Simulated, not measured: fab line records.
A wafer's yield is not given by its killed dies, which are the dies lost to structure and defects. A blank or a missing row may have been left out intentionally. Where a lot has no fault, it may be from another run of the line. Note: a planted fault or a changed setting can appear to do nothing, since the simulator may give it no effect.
Split-lot trial || flow rit cmos || 5 lots, 23 wafers read, on a route of 202 steps

## SPLIT DETAILS
At RIT_SPACER_CVD_03 (deposits Si3N4 from SiH2Cl2/NH3, target thk 250 nm, time 3300 s), the setting temp c was moved away from the recipe's 810 C on 15 of the 23 wafers read, by -1.9% to +2.7%. This setting was run at the recipe's value on the other wafers.

## THE PATH FROM SPLIT TO READING: the file shows 1 step between them
- RIT_SPACER_THK_MEAS_04

## THE READING
oes product au, in a.u., at RIT_SPACER_ETCHBACK_05 (etches Si3N4 in SF6/CHF3, stops on SiO2, target depth 250 nm, time 240 s). Fault-free wafers of this fab line usually give 0.852 a.u., standard deviation 0.013 a.u.

{"wafer": "L074.1", "tool, chamber at the split": "-, -", "temp c as run, C": 832.2, "against the recipe": "+2.7%", "oes product au, a.u.": 1.066, "against lot-mates on the recipe": "no lot-mate on the recipe"}
{"wafer": "L074.2", "tool, chamber at the split": "-, -", "temp c as run, C": 832.2, "against the recipe": "+2.7%", "oes product au, a.u.": 0.989, "against lot-mates on the recipe": "no lot-mate on the recipe"}
{"wafer": "L074.4", "tool, chamber at the split": "-, -", "temp c as run, C": 832.2, "against the recipe": "+2.7%", "oes product au, a.u.": 1.032, "against lot-mates on the recipe": "no lot-mate on the recipe"}
{"wafer": "L074.5", "tool, chamber at the split": "-, -", "temp c as run, C": 832.2, "against the recipe": "+2.7%", "oes product au, a.u.": 1.030, "against lot-mates on the recipe": "no lot-mate on the recipe"}
{"wafer": "L074.6", "tool, chamber at the split": "-, -", "temp c as run, C": 832.2, "against the recipe": "+2.7%", "oes product au, a.u.": 1.069, "against lot-mates on the recipe": "no lot-mate on the recipe"}
{"wafer": "L075.1", "tool, chamber at the split": "lpcvd-01, 1", "temp c as run, C": 810, "against the recipe": "recipe", "oes product au, a.u.": 0.860, "against lot-mates on the recipe": "-"}
{"wafer": "L075.2", "tool, chamber at the split": "lpcvd-01, 1", "temp c as run, C": 810, "against the recipe": "recipe", "oes product au, a.u.": 0.870, "against lot-mates on the recipe": "-"}
{"wafer": "L075.5", "tool, chamber at the split": "lpcvd-01, 1", "temp c as run, C": 810, "against the recipe": "recipe", "oes product au, a.u.": 0.843, "against lot-mates on the recipe": "-"}
{"wafer": "L077.1", "tool, chamber at the split": "-, -", "temp c as run, C": 794.8, "against the recipe": "-1.9%", "oes product au, a.u.": 0.700, "against lot-mates on the recipe": "no lot-mate on the recipe"}
{"wafer": "L077.2", "tool, chamber at the split": "-, -", "temp c as run, C": 794.8, "against the recipe": "-1.9%", "oes product au, a.u.": 0.685, "against lot-mates on the recipe": "no lot-mate on the recipe"}
{"wafer": "L077.3", "tool, chamber at the split": "-, -", "temp c as run, C": 794.8, "against the recipe": "-1.9%", "oes product au, a.u.": 0.700, "against lot-mates on the recipe": "no lot-mate on the recipe"}
{"wafer": "L077.4", "tool, chamber at the split": "-, -", "temp c as run, C": 794.8, "against the recipe": "-1.9%", "oes product au, a.u.": 0.707, "against lot-mates on the recipe": "no lot-mate on the recipe"}
{"wafer": "L077.6", "tool, chamber at the split": "-, -", "temp c as run, C": 794.8, "against the recipe": "-1.9%", "oes product au, a.u.": 0.715, "against lot-mates on the recipe": "no lot-mate on the recipe"}
{"wafer": "L084.1", "tool, chamber at the split": "-, -", "temp c as run, C": 810, "against the recipe": "recipe", "oes product au, a.u.": 0.858, "against lot-mates on the recipe": "-"}
{"wafer": "L084.2", "tool, chamber at the split": "-, -", "temp c as run, C": 810, "against the recipe": "recipe", "oes product au, a.u.": 0.857, "against lot-mates on the recipe": "-"}
{"wafer": "L084.4", "tool, chamber at the split": "-, -", "temp c as run, C": 810, "against the recipe": "recipe", "oes product au, a.u.": 0.836, "against lot-mates on the recipe": "-"}
{"wafer": "L084.5", "tool, chamber at the split": "-, -", "temp c as run, C": 810, "against the recipe": "recipe", "oes product au, a.u.": 0.835, "against lot-mates on the recipe": "-"}
{"wafer": "L084.6", "tool, chamber at the split": "-, -", "temp c as run, C": 810, "against the recipe": "recipe", "oes product au, a.u.": 0.838, "against lot-mates on the recipe": "-"}
{"wafer": "L085.1", "tool, chamber at the split": "-, -", "temp c as run, C": 820.1, "against the recipe": "+1.2%", "oes product au, a.u.": 0.998, "against lot-mates on the recipe": "no lot-mate on the recipe"}
{"wafer": "L085.2", "tool, chamber at the split": "-, -", "temp c as run, C": 820.1, "against the recipe": "+1.2%", "oes product au, a.u.": 0.961, "against lot-mates on the recipe": "no lot-mate on the recipe"}
{"wafer": "L085.4", "tool, chamber at the split": "-, -", "temp c as run, C": 820.1, "against the recipe": "+1.2%", "oes product au, a.u.": 0.972, "against lot-mates on the recipe": "no lot-mate on the recipe"}
{"wafer": "L085.5", "tool, chamber at the split": "-, -", "temp c as run, C": 820.1, "against the recipe": "+1.2%", "oes product au, a.u.": 0.972, "against lot-mates on the recipe": "no lot-mate on the recipe"}
{"wafer": "L085.6", "tool, chamber at the split": "-, -", "temp c as run, C": 820.1, "against the recipe": "+1.2%", "oes product au, a.u.": 0.964, "against lot-mates on the recipe": "no lot-mate on the recipe"}

THE FIT
A straight line over all 23 wafers: oes product au changes by +0.075 a.u. for each +1% of temp c; r = +0.98; the points scatter about the line by 0.025 a.u.
Too few moved wafers with a lot-mate on the recipe to fit a line net of each lot's own level.

## THE WHOLE CHAIN: every reading that the file lists as answering this split, in the file's order
{"step": "RIT_SPACER_CVD_03", "what it does": "deposits Si3N4 from SiH2Cl2/NH3, target thk 250 nm, time 3300 s", "reading": "Si3N4_of_SPACER_CVD_03.thk nm (the simulator's own value, which no gauge read)", "change (the file's fit)": "+39.4 nm for each +1% of the setting", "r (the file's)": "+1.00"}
{"step": "RIT_SPACER_THK_MEAS_04", "what it does": "", "reading": "SPACER_NITRIDE_THK", "change (the file's fit)": "+39.4 for each +1% of the setting", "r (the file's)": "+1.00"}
{"step": "RIT_SPACER_ETCHBACK_05", "what it does": "etches Si3N4 in SF6/CHF3, stops on SiO2, target depth 250 nm, time 240 s", "reading": "oes product au", "change (the file's fit)": "+0.075 a.u. for each +1% of the setting", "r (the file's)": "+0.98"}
{"step": "RIT_SPACER_ETCHBACK_05", "what it does": "etches Si3N4 in SF6/CHF3, stops on SiO2, target depth 250 nm, time 240 s", "reading": "Si3N4_of_SPACER_CVD_03.thk nm (the simulator's own value, which no gauge read)", "change (the file's fit)": "+30.3 nm for each +1% of the setting", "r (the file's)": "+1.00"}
{"step": "RIT_SPACER_ETCHBACK_05", "what it does": "etches Si3N4 in SF6/CHF3, stops on SiO2, target depth 250 nm, time 240 s", "reading": "etch.depth nm (the simulator's own value, which no gauge read)", "change (the file's fit)": "+29.6 nm for each +1% of the setting", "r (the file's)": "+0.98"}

## FILE'S OWN FIT
oes product au changes by +0.075 a.u. for each +1% of temp c, r = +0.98.
